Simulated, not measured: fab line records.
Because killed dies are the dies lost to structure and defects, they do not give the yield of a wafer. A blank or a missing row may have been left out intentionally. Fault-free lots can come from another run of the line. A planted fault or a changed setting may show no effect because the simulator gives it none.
Struck lot and sound lot, side by side :: flow rit_cmos :: 17 out of 202 route steps
Sound: wafers L276.1, L276.3, L276.6. Struck: wafers L283.3, L283.4, L283.6. Last of all comes the cause.
For every step that has rows: the tool of each side, followed by ch and its chambers, followed by its first start. Under that, the readings that differ: sound wafers :: struck wafers :: difference of the means :: sigmas: that difference in standard deviations of wafers without a fault.
alike: same words and numbers on both sides, and readings whose means sit less than 2 such deviations apart. not compared: any withheld reading, any reading some wafer has no value for, any bound like >300 that may hide the same value, and any number with overlapping values for which the record gives no deviation.
The two part at a step that has a row with sigmas, a row that says differs or no value, or rows on one side only. Non-overlapping numbers with no deviation appear without sigmas and do not part them. A reading missing from all wafers of one side parts the sides only when that side holds two or more wafers.

RIT_FOX2_THK_MEAS_01:
  struck on film_metro-01, day 4 07:16; sound on film_metro-04, day 2 18:05
  alike: FOX2_OXIDE_THK
then, 2 steps without rows for these wafers: RIT_FOX2_CLEAN_02 (cleans in dHF, time 180 s); RIT_FOX2_WET_ETCH_03 (etches Si3N4 in H3PO4, target depth 195 nm, time 2700 s).
RIT_FOX2_THK_MEAS_90:
  struck on film_metro-01, day 4 08:08; sound on film_metro-04, day 2 18:58
  alike: FIELD_OXIDE_LEFT_1_THK
then, 6 steps without rows for these wafers: RIT_NWELL_HMDS_00 (prime time 60 s); RIT_NWELL_COAT_01 (resist thk 1300 nm); RIT_NWELL_SOFTBAKE_02 (time 60 s); RIT_NWELL_EXPOSE_03 (exposes mask M2, target cd 43900 nm); RIT_NWELL_PEB_04; RIT_NWELL_DEVELOP_05 (develop time 68 s).
RIT_NWELL_OVL_MEAS_06:
  struck on overlay-01, day 4 09:04; sound on overlay-02, day 2 20:01
  alike: NWELL_OVL
then, 1 step without rows for these wafers: RIT_NWELL_HARDBAKE_07 (time 120 s).
RIT_NWELL_IMPLANT_08:
  sound on implanter-04 ch 0, day 2 20:19; struck on implanter-04 ch 0, day 4 09:23
reading: beam_energy_keV
sound: 170.00 170.02 170.01
struck: 152.94 153.01 153.08
difference: -17.00
sigmas: -99 or more

reading: model.implant.rp_nm (nm)
sound: 219.7 219.7 219.7
struck: 193.2 193.2 193.2
difference: -26.5
sigmas: 

reading: model.implant.drp_nm (nm)
sound: 68.82 68.82 68.82
struck: 63.67 63.67 63.67
difference: -5.15
sigmas: 
  alike: beam_on_s
RIT_NWELL_STRIP_09: strips in O2, time 180 s.
  sound on plasma_asher-04 ch 0,1, day 2 20:28; struck on plasma_asher-04 ch 0,1, day 4 09:33
  alike: drypump_motor_current_A
  not compared: rf_hours_counter_h
RIT_NWELL_TW_MEAS_10:
  struck on film_metro-02, day 4 09:41; sound on film_metro-02, day 2 20:38
reading: NWELL_TW
sound: 2142 2147 2141
struck: 2100 2089 2092
difference: -50
sigmas: -4
then, 1 step without rows for these wafers: RIT_PWELL_HMDS_00 (prime time 60 s).
RIT_M1_PROBE_99:
  struck on prober-02, day 6 02:15; sound on prober-02, day 4 11:04
reading: model.etest.field_p_metal.vt_v (V)
sound: -30.2 -29.41 -30.62
struck: -26.96 -27.11 -27.02
difference: +3.05
sigmas: 

reading: model.etest.field_p.vt_v (V)
sound: -13.12 -13.08 -13.09
struck: -11.89 -11.8 -11.74
difference: +1.29
sigmas: 
  alike: killed_at_contacts, killed_at_front_end, killed_dies, killed_open, killed_short
  not compared: model.etest.pmos_narrow.vt_less_v

== WHERE THEY PART ==
At RIT_NWELL_IMPLANT_08 first; at RIT_NWELL_TW_MEAS_10 last (within this record only). Later steps at which nothing parts them and some readings are alike: RIT_M1_PROBE_99.

WHY: the cause the simulator had injected
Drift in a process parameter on implanter-04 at RIT_NWELL_IMPLANT_08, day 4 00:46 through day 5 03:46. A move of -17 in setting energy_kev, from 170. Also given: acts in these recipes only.
